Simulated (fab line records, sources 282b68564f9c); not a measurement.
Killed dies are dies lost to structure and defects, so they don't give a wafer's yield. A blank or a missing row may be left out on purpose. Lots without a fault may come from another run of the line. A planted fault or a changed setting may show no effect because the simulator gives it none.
Which tool did it? | flow rit_cmos | 7 lots, 21 wafers sampled, at 2 steps of a route of 202

WHAT THE GAUGES READ, wafer by wafer
RIT_SILICIDE_RS_MEAS_02: measures by four-point-probe.
lot  | measured    | on            | SILICIDE_TI_RS (ohm/sq)
L139 | day 3 22:36 | film_metro-01 | 50.7 50.0 50.1
L141 | day 4 10:24 | film_metro-02 | 49.3 49.5 49.8
L144 | day 4 23:19 | film_metro-01 | 51.8 51.7 51.5
L147 | day 5 15:30 | film_metro-04 | 51.7 51.4 51.8
L151 | day 6 12:28 | film_metro-01 | 31.9 32.0 31.9
L154 | day 7 01:52 | film_metro-01 | 50.8 50.3 50.4
L158 | day 8 00:14 | film_metro-01 | 49.0 49.9 49.6

WHICH TOOL RAN EACH LOT (tool, then ch and the chambers of the sampled wafers, then the start)
lot  | RIT_SILICIDE_SPUTTER_01
L139 | pvd_sputter-04, day 3 22:26
L141 | pvd_sputter-01, day 4 10:13
L144 | pvd_sputter-02, day 4 23:07
L147 | pvd_sputter-01, day 5 15:20
L151 | pvd_sputter-01, day 6 12:18
L154 | pvd_sputter-02, day 7 01:41
L158 | pvd_sputter-02, day 8 00:03
- RIT_SILICIDE_SPUTTER_01: material Ti, target thk 30 nm, time 229.5 s.

THE ANSWER, worked out from the rows above alone
Rule: what is usual is taken from the lots themselves. Put in order of their means at a reading, lots are off if they are a third of the lots or fewer, leave a main group of 4 or more, and stand apart from it by a gap of 3 or more times the standard deviation of the main group's means; of several such gaps the widest counts. A main group whose means are all the same, to the digits that the tables above print for the reading, isn't used. A lot without any number at a reading at which 4 lots or more have one is off too. The other lots that the step has rows for count as sound.
Off: L151, at RIT_SILICIDE_RS_MEAS_02 (SILICIDE_TI_RS). The main group: mean 50.5 ohm/sq, standard deviation 0.88.
A tool fits if, at a process step before that reading, it ran every lot that is off, and no sound lot after the first of them. The gauges at RIT_SILICIDE_RS_MEAS_02 are tried like those tools. One fits: pvd_sputter-01 at RIT_SILICIDE_SPUTTER_01. Its last sound lot is L147 (day 5 15:20), its first lot that is off L151 (day 6 12:18): a fault that began between those two fits.

WHAT THE SIMULATOR HAD PUT IN
Process parameter drift: pvd_sputter-01, from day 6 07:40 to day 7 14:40, at RIT_SILICIDE_SPUTTER_01. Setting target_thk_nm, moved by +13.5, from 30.
Lots struck among those shown: L151. The rule above found the same.
